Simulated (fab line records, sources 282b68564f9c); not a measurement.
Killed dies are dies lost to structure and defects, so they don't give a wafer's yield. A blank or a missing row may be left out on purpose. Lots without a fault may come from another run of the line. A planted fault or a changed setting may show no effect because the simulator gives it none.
fab line records | flow rit_cmos
record lots=6 wafers=18 last_day=7
route steps=202 shown NWELL@35 PWELL@39 M1@202
lots that met no fault: from a run of the same line without faults
start_h: hours from the record's first day to the start of the lot's first wafer shown | wait_h: hours since the lot's step before | " the same as in the row above | L1.1+2: a row that stands for several wafers | - no value, or no start given | * or withheld: withheld | < > ~ a bound
route shown NAME@n: a module of which the file shows steps, and the number in the route of the first | usual: mean/standard deviation of fault-free wafers | same: alike in all rows | chamber/n: place in a boat | sites: the reading at each site | _std_site: their standard deviation | _edge_site: outer sites' mean less inner sites' | radius_mm: how far each site lies from the wafer's centre | mask NAME#n: copy n | behind: the tool/chamber that last shaped the wafer | hold: why the lot was held/for how many hours/how that ended | device: the transistor (n, p or np) that didn't switch | end of line: the same wafers' tests at the end of the route | a step without rows: its recipe alone | killed: dies lost to structure and defects at the first sort, not the wafer's yield | map: a wafer's dies, x killed, . not, _ none there
set.NAME: the setting as run; set.NAME@STEP: as run at that earlier step | model.NAME: the simulator's own value behind a step, which no gauge read
lots at some steps of the route; a table a step, a row a wafer
services: from which hour (start_h, from the record's first day; less than 0 if before it) a tool's chamber was out of use, for how many hours, and why
## steps
# step RIT_NWELL_HARDBAKE_07
# recipe resist=NOVOLAK temp_c=140 time_s=120
# step RIT_NWELL_IMPLANT_08
# recipe species=P energy_kev=170 dose_cm2=5e+13 tilt_deg=7
# step RIT_NWELL_STRIP_09
# recipe chemistry=O2 time_s=180 resist=NOVOLAK platen_temp_c=withheld power_w=500 pressure_mtorr=4000 o2_flow_sccm=4000
# usual drypump_motor_current_A=5.6/0.61 rf_refl_power_W=7.5/1.6
# columns lot.wafer tool chamber start_h wait_h drypump_motor_current_A rf_hours_counter_h rf_refl_power_W
L766.3 plasma_asher-02 1 22.24 0.1 6.5 - 9.3
L766.4 " 0 " " 6.0 - 8.0
L766.5 " 1 " " 6.5 - 9.3
L770.2 plasma_asher-04 0 43.14 0.1 6.2 40 9.0
L770.3 " 1 " " 5.0 - 6.9
L770.6 " 1 " " 5.0 - 7.0
L781.2 plasma_asher-04 1 98.21 0.1 5.0 46 7.1
L781.3 " 0 " " 6.2 - 9.2
L781.6 " 0 " " 6.2 - 9.2
L782.2 plasma_asher-02 0 102.21 0.1 6.0 30 7.9
L782.3 " 1 " " 6.6 - 9.0
L782.4 " 0 " " 6.0 - 8.0
L785.2 plasma_asher-04 1 117.44 0.1 5.0 48 7.0
L785.3 " 1 " " 5.0 - 7.1
L785.6 " 1 " " 5.0 - 6.9
L786.3 plasma_asher-04 0 121.11 0.1 6.1 - 9.0
L786.4 " 1 " " 5.0 - 7.1
L786.5 " 1 " " 5.0 - 7.1
# step RIT_NWELL_TW_MEAS_10
# usual NWELL_TW=2129/11
# columns lot.wafer tool chamber start_h wait_h NWELL_TW
L766.3 film_metro-03 - 22.38 0.1 2116
L766.4 " - " " 2117
L766.5 " - " " 2113
L770.2 film_metro-03 - 43.33 0.1 2117
L770.3 " - " " 2130
L770.6 " - " " 2117
L781.2 film_metro-01 - 98.39 0.1 2139
L781.3 " - " " 2121
L781.6 " - " " 2131
L782.2 film_metro-02 - 102.40 0.1 2124
L782.3 " - " " 2143
L782.4 " - " " 2130
L785.2 film_metro-03 - 117.62 0.1 2129
L785.3 " - " " 2121
L785.6 " - " " 2132
L786.3 film_metro-03 - 121.25 0.1 2108
L786.4 " - " " 2115
L786.5 " - " " 2114
# step RIT_PWELL_HMDS_00
# recipe prime_time_s=60 prime_temp_c=140
# step RIT_PWELL_COAT_01
# recipe resist=NOVOLAK spin_rpm=2000 resist_thk_nm=1300
# step RIT_PWELL_SOFTBAKE_02
# recipe resist=NOVOLAK temp_c=89.22 time_s=60
# step RIT_PWELL_EXPOSE_03
# recipe mask_id=M3 na=0.57 target_cd_nm=43700 dose_mj=250
# step RIT_PWELL_PEB_04
# recipe resist=NOVOLAK temp_c=withheld time_s=withheld
# step RIT_PWELL_DEVELOP_05
# recipe resist=NOVOLAK develop_time_s=68 dev_temp_c=23
# step RIT_PWELL_OVL_MEAS_06
# usual PWELL_OVL=-0.4/1.6
# columns lot.wafer tool chamber start_h wait_h PWELL_OVL[nm]
L766.3 overlay-02 - 23.31 - 0.9
L766.4 " - " " -1.1
L766.5 " - " " -0.9
L770.2 overlay-01 - 44.26 - -1.1
L770.3 " - " " -2.2
L770.6 " - " " -1.1
L781.2 overlay-01 - 99.45 - 0.3
L781.3 " - " " -4.1
L781.6 " - " " -2.9
L782.2 overlay-01 - 103.51 - -2.5
L782.3 " - " " -0.3
L782.4 " - " " -0.1
L785.2 overlay-01 - 118.68 - -0.6
L785.3 " - " " -2.1
L785.6 " - " " -4.7
L786.3 overlay-01 - 122.18 - -2.3
L786.4 " - " " -3.5
L786.5 " - " " -3.4
# step RIT_PWELL_HARDBAKE_07
# recipe resist=NOVOLAK temp_c=140 time_s=120
# step RIT_PWELL_IMPLANT_08
# recipe species=B energy_kev=170 dose_cm2=7e+13 tilt_deg=7
# usual beam_energy_keV=169.99/0.054
# columns lot.wafer tool chamber start_h wait_h beam_energy_keV model.implant.drp_nm
L766.3 implanter-01 0 23.63 0.2 170.02 102.9
L766.4 " 0 " " 169.99 102.9
L766.5 " 0 " " 169.98 102.9
L770.2 implanter-04 0 44.57 0.2 170.01 102.9
L770.3 " 0 " " 169.94 102.9
L770.6 " 0 " " 169.93 102.9
L781.2 implanter-04 0 99.76 0.2 176.64 103.9
L781.3 " 0 " " 176.56 103.9
L781.6 " 0 " " 176.70 103.9
L782.2 implanter-04 0 103.82 0.2 176.60 103.9
L782.3 " 0 " " 176.60 103.9
L782.4 " 0 " " 176.65 103.9
L785.2 implanter-02 0 118.99 0.2 169.95 102.9
L785.3 " 0 " " 170.08 102.9
L785.6 " 0 " " 170.01 102.9
L786.3 implanter-01 0 122.51 0.2 169.99 102.9
L786.4 " 0 " " 169.95 102.9
L786.5 " 0 " " 169.94 102.9
# step RIT_PWELL_STRIP_09
# recipe chemistry=O2 time_s=180 resist=NOVOLAK platen_temp_c=withheld power_w=500 pressure_mtorr=4000 o2_flow_sccm=4000
# usual drypump_motor_current_A=5.4/0.5 rf_refl_power_W=6.8/1.7
# columns lot.wafer tool chamber start_h wait_h drypump_motor_current_A rf_hours_counter_h rf_refl_power_W
L766.3 plasma_asher-04 1 23.79 0.1 5.0 - 7.1
L766.4 " 0 " " 6.2 - 9.8
L766.5 " 0 " " 6.2 - 9.2
L770.2 plasma_asher-04 0 44.69 0.1 6.1 40 8.8
L770.3 " 0 " " 6.1 - 9.5
L770.6 " 0 " " 6.2 - 9.1
L781.2 plasma_asher-04 0 99.88 0.1 6.1 46 9.4
L781.3 " 0 " " 6.2 - 9.2
L781.6 " 0 " " 6.2 - 9.3
L782.2 plasma_asher-04 0 103.94 0.1 6.2 46 8.8
L782.3 " 1 " " 5.0 - 7.1
L782.4 " 0 " " 6.2 - 9.4
L785.2 plasma_asher-03 0 119.11 0.1 5.7 50 4.2
L785.3 " 0 " " 5.7 - 4.4
L785.6 " 1 " " 5.0 - 7.3
L786.3 plasma_asher-04 0 122.67 0.1 6.1 - 9.0
L786.4 " 1 " " 5.0 - 7.1
L786.5 " 0 " " 6.2 - 9.4
# step RIT_M1_PROBE_99
# usual killed_at_contacts=0.1/0.27 killed_at_front_end=7/3 killed_dies=7.0/3 killed_open=3.5/2.1 killed_short=3.4/1.9
# same gross_dies=264 killed_at_M0_to_M3=0 killed_at_M4_up=0 killed_at_back_side=0 killed_at_other=0
# columns lot.wafer tool chamber start_h wait_h killed_at_contacts killed_at_front_end killed_dies killed_open killed_short
L786.3 prober-01 - 157.70 0.2 0 8 8 5 3
L786.4 prober-01 - 157.75 0.2 0 7 7 5 2
L786.5 prober-01 - 157.80 0.2 0 3 3 2 1
# killed by level:class
L786.3 GATE:geometric_particle:short=2 GATE:geometric_particle:open=2 FOX1:geometric_particle:open=1 SPACER:geometric_particle:short=1 SPACER:geometric_particle:open=1 SILICIDE:geometric_particle:open=1
L786.4 GATE:geometric_particle:open=3 FOX2:geometric_particle:open=1 GATE:geometric_particle:short=1 SPACER:geometric_particle:short=1 SILICIDE:geometric_particle:open=1
L786.5 GATE:geometric_particle:open=1 GATE:geometric_particle:short=1 SILICIDE:geometric_particle:open=1
## services
# columns tool chamber start_h hours kind
implanter-02 - 3.53 10.3 pm
plasma_asher-03 - 12.93 5.3 repair
plasma_asher-02 - 31.32 2.8 pm
implanter-01 - 53.72 1.8 repair
implanter-04 - 54.87 3.8 pm
implanter-02 - 58.44 2.9 pm
plasma_asher-03 - 63.43 0.4 repair
implanter-02 - 78.32 2.1 repair
implanter-04 - 121.91 3.4 repair
## key
first_sign step=RIT_PWELL_IMPLANT_08 reading=beam_energy_keV direction=up sigmas=99+ usual=169.99 struck=176.63
effect none on later readings
model_effect step=RIT_PWELL_IMPLANT_08 value=implant.drp_nm without=102.9 struck=103.9
met_at RIT_PWELL_IMPLANT_08
struck_wafers L781.2,L781.3,L781.6,L782.2,L782.3,L782.4
tester_left_out L781,L782
onset_between 44.57 99.76
fault kind=process_parameter_drift tool=implanter-04 chamber=- onset_h=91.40 steps=RIT_PWELL_IMPLANT_08 channel=energy_kev offset=6.6676 shape=step end_h=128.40 acts_in=these_recipes_only stated=170
# tester_left_out: of these lots the tester's yield and bins aren't shown, on N5 and GAA mostly nor the transistor test; their killed dies are dies lost to structure and defects alone, not to doping, threshold or leakage, so they don't give the yield
